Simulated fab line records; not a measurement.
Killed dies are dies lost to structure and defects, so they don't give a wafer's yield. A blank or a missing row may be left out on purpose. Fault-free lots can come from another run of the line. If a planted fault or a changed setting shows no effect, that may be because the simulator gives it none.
Split-lot experiment :: flow berkeley-cmos170 :: route with 331 steps; 5 lots, 23 wafers read

== THE SPLIT ==
At UCB170_START_OXIDATION_02 (target thk 20 nm, ox time 1800 s), the setting temp-c was moved away from the recipe's 950 C on 20 of the 23 wafers read, by -2.9% to +2.7%. For the rest of the wafers, this setting stayed at what the recipe calls for.

No step appears in the file between the split and the reading.

== THE READING ==
At UCB170_START_THK_MEAS_03: START_OXIDE_THK, given in nm. Typical for fault-free wafers on this fab line: 19.9 nm, with standard deviation 0.32 nm.

wafer: L074.1
tool, chamber at the split: -, -
temp-c as run, C: 975.6
against the recipe: +2.7%
START_OXIDE_THK, nm: 25.3
against lot-mates on the recipe: no lot-mate on the recipe

wafer: L074.2
tool, chamber at the split: -, -
temp-c as run, C: 975.6
against the recipe: +2.7%
START_OXIDE_THK, nm: 24.9
against lot-mates on the recipe: no lot-mate on the recipe

wafer: L074.3
tool, chamber at the split: -, -
temp-c as run, C: 975.6
against the recipe: +2.7%
START_OXIDE_THK, nm: 25.9
against lot-mates on the recipe: no lot-mate on the recipe

wafer: L074.4
tool, chamber at the split: -, -
temp-c as run, C: 975.6
against the recipe: +2.7%
START_OXIDE_THK, nm: 25.7
against lot-mates on the recipe: no lot-mate on the recipe

wafer: L074.5
tool, chamber at the split: -, -
temp-c as run, C: 975.6
against the recipe: +2.7%
START_OXIDE_THK, nm: 25.6
against lot-mates on the recipe: no lot-mate on the recipe

wafer: L075.3
tool, chamber at the split: furnace-02, 0
temp-c as run, C: 950
against the recipe: recipe
START_OXIDE_THK, nm: 20.0
against lot-mates on the recipe: -

wafer: L075.4
tool, chamber at the split: furnace-02, 0
temp-c as run, C: 950
against the recipe: recipe
START_OXIDE_THK, nm: 19.8
against lot-mates on the recipe: -

wafer: L075.6
tool, chamber at the split: furnace-02, 0
temp-c as run, C: 950
against the recipe: recipe
START_OXIDE_THK, nm: 19.8
against lot-mates on the recipe: -

wafer: L080.1
tool, chamber at the split: -, -
temp-c as run, C: 941.1
against the recipe: -0.9%
START_OXIDE_THK, nm: 17.8
against lot-mates on the recipe: no lot-mate on the recipe

wafer: L080.3
tool, chamber at the split: -, -
temp-c as run, C: 941.1
against the recipe: -0.9%
START_OXIDE_THK, nm: 17.6
against lot-mates on the recipe: no lot-mate on the recipe

wafer: L080.4
tool, chamber at the split: -, -
temp-c as run, C: 941.1
against the recipe: -0.9%
START_OXIDE_THK, nm: 17.6
against lot-mates on the recipe: no lot-mate on the recipe

wafer: L080.5
tool, chamber at the split: -, -
temp-c as run, C: 941.1
against the recipe: -0.9%
START_OXIDE_THK, nm: 17.5
against lot-mates on the recipe: no lot-mate on the recipe

wafer: L080.6
tool, chamber at the split: -, -
temp-c as run, C: 941.1
against the recipe: -0.9%
START_OXIDE_THK, nm: 18.0
against lot-mates on the recipe: no lot-mate on the recipe

wafer: L081.1
tool, chamber at the split: -, -
temp-c as run, C: 972.1
against the recipe: +2.3%
START_OXIDE_THK, nm: 24.5
against lot-mates on the recipe: no lot-mate on the recipe

wafer: L081.2
tool, chamber at the split: -, -
temp-c as run, C: 972.1
against the recipe: +2.3%
START_OXIDE_THK, nm: 24.3
against lot-mates on the recipe: no lot-mate on the recipe

wafer: L081.3
tool, chamber at the split: -, -
temp-c as run, C: 972.1
against the recipe: +2.3%
START_OXIDE_THK, nm: 24.5
against lot-mates on the recipe: no lot-mate on the recipe

wafer: L081.4
tool, chamber at the split: -, -
temp-c as run, C: 972.1
against the recipe: +2.3%
START_OXIDE_THK, nm: 24.4
against lot-mates on the recipe: no lot-mate on the recipe

wafer: L081.6
tool, chamber at the split: -, -
temp-c as run, C: 972.1
against the recipe: +2.3%
START_OXIDE_THK, nm: 24.7
against lot-mates on the recipe: no lot-mate on the recipe

wafer: L083.1
tool, chamber at the split: -, -
temp-c as run, C: 922.4
against the recipe: -2.9%
START_OXIDE_THK, nm: 14.5
against lot-mates on the recipe: no lot-mate on the recipe

wafer: L083.2
tool, chamber at the split: -, -
temp-c as run, C: 922.4
against the recipe: -2.9%
START_OXIDE_THK, nm: 14.5
against lot-mates on the recipe: no lot-mate on the recipe

wafer: L083.4
tool, chamber at the split: -, -
temp-c as run, C: 922.4
against the recipe: -2.9%
START_OXIDE_THK, nm: 14.6
against lot-mates on the recipe: no lot-mate on the recipe

wafer: L083.5
tool, chamber at the split: -, -
temp-c as run, C: 922.4
against the recipe: -2.9%
START_OXIDE_THK, nm: 14.8
against lot-mates on the recipe: no lot-mate on the recipe

wafer: L083.6
tool, chamber at the split: -, -
temp-c as run, C: 922.4
against the recipe: -2.9%
START_OXIDE_THK, nm: 14.8
against lot-mates on the recipe: no lot-mate on the recipe

FIT RESULTS
A straight line over all 23 wafers: START_OXIDE_THK changes by +1.95 nm for each +1% of temp-c; r = +1.00; the points scatter about the line by 0.37 nm.
Too few moved wafers have a lot-mate on the recipe to fit a line with each lot's own level taken away.

== THE WHOLE CHAIN: every reading that the file lists as answering this split, in the file's order ==
step: UCB170_START_OXIDATION_02
what it does: target thk 20 nm, ox time 1800 s
reading: SiO2_of_START_OXIDATION_02.thk-nm (the simulator's own value, which no gauge read)
change (the file's fit): +1.95 nm for each +1% of the setting
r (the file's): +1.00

step: UCB170_START_THK_MEAS_03
what it does: 
reading: START_OXIDE_THK
change (the file's fit): +1.95 for each +1% of the setting
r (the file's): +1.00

== THE FILE'S OWN FIT ==
START_OXIDE_THK changes by +1.95 nm for each +1% of temp-c, r = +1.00.
